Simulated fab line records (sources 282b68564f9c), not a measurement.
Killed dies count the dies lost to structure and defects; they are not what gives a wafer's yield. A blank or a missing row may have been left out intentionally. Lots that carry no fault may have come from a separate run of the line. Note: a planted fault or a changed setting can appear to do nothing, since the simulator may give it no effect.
Tool commonality check ; flow rit cmos ; 14 lots, 48 wafers sampled

## REASON IT WAS OPENED
RIT_ACTIVE_THK_MEAS_02, reading ACTIVE_OXIDE_THK: flagged on 2 of 14 lots. Fault-free wafers read 46.8 nm, with a standard deviation of 0.9.
Rule: a lot gets a flag if all its wafers with a number sit over 4 standard deviations from that mean, or if no wafer of it has a number. The other lots count as sound.

lot;measured;on;ACTIVE_OXIDE_THK (nm), wafer by wafer;flag
L769;day 1 12:56;film metro-04;47.7 47.5 47.4;
L770;day 1 20:02;film metro-04;46.6 45.3 45.9;
L771;day 1 22:03;film metro-01;46.2 46.5 46.3;
L772;day 2 03:04;film metro-03;47.5 46.4 45.5;
L773;day 2 08:08;film metro-01;47.6 47.6 48.2;
L774;day 2 13:04;film metro-04;46.4 46.0 47.0;
L775;day 2 18:04;film metro-04;28.8 28.1 27.6 28.8 28.1 27.6;FLAGGED
L776;day 2 23:03;film metro-01;46.2 47.2 46.8;
L777;day 3 04:03;film metro-03;47.8 47.1 48.6;
L778;day 3 09:03;film metro-04;45.3 46.1 45.8;
L779;day 3 14:03;film metro-04;29.3 29.7 30.9 29.3 29.7 30.9;FLAGGED
L784;day 4 15:03;film metro-01;47.6 48.3 47.1;
L791;day 6 02:04;film metro-04;46.4 46.6 46.6;
L792;day 6 07:04;film metro-01;47.7 48.5 47.3;
On average the flagged lots' numbers are 29.1 nm, which is -17.7 nm against the usual, or -20 standard deviations.

## WHICH TOOL RAN EACH LOT
The record keeps 1 process step preceding the reading, out of 202 steps on the route. In each cell: the tool, then ch and the chambers that the sampled wafers went through, then the start.
lot;flag;RIT_ACTIVE_OXIDATION_01
L769;;furnace-02 ch 0, day 1 11:00
L770;;furnace-02 ch 0, day 1 18:06
L771;;furnace-02 ch 0, day 1 20:07
L772;;furnace-03 ch 0, day 2 01:07
L773;;furnace-02 ch 0, day 2 06:11
L774;;furnace-03 ch 0, day 2 11:07
L775;FLAGGED;furnace-03 ch 0, day 2 16:07
L776;;furnace-02 ch 0, day 2 21:07
L777;;furnace-01 ch 0, day 3 02:07
L778;;furnace-02 ch 0, day 3 07:07
L779;FLAGGED;furnace-03 ch 0, day 3 12:07
L784;;furnace-01 ch 0, day 4 13:07
L791;;furnace-03 ch 0, day 6 00:07
L792;;furnace-01 ch 0, day 6 05:07
What these steps do:
- RIT_ACTIVE_OXIDATION_01: target thk 46.8 nm, ox time 3360 s.
- RIT_ACTIVE_THK_MEAS_02

## FLAGGED OVER TOTAL, TOOL BY TOOL (the gauges that took the reading come last)
step;tool;lots run;flagged;share of the flagged lots;sound lots run after its first flagged lot
RIT_ACTIVE_OXIDATION_01;furnace-01;3;0;none;-
RIT_ACTIVE_OXIDATION_01;furnace-02;6;0;none;-
RIT_ACTIVE_OXIDATION_01;furnace-03;5;2;all;1 (L791)
RIT_ACTIVE_THK_MEAS_02;film metro-01;5;0;none;-
RIT_ACTIVE_THK_MEAS_02;film metro-03;2;0;none;-
RIT_ACTIVE_THK_MEAS_02;film metro-04;7;2;all;2 (L778,L791)

## WHAT THE TABLE ALLOWS
furnace-03 at RIT_ACTIVE_OXIDATION_01 and film metro-04 at RIT_ACTIVE_THK_MEAS_02 are the 2 rows of the table that ran each flagged lot.
- furnace-03 at RIT_ACTIVE_OXIDATION_01: 2 of its 5 lots flagged. Lots that were sound ran on it after the first flagged one (L791); a persistent fault on the entire tool would not allow that.
- film metro-04 at RIT_ACTIVE_THK_MEAS_02: 2 of its 7 lots flagged. Lots that were sound ran on it after the first flagged one (L778, L791); a persistent fault on the entire tool would not allow that.
Not one row of the table ran every flagged lot while running no sound lot after the first.

## WHAT THE SIMULATOR HAD INSERTED
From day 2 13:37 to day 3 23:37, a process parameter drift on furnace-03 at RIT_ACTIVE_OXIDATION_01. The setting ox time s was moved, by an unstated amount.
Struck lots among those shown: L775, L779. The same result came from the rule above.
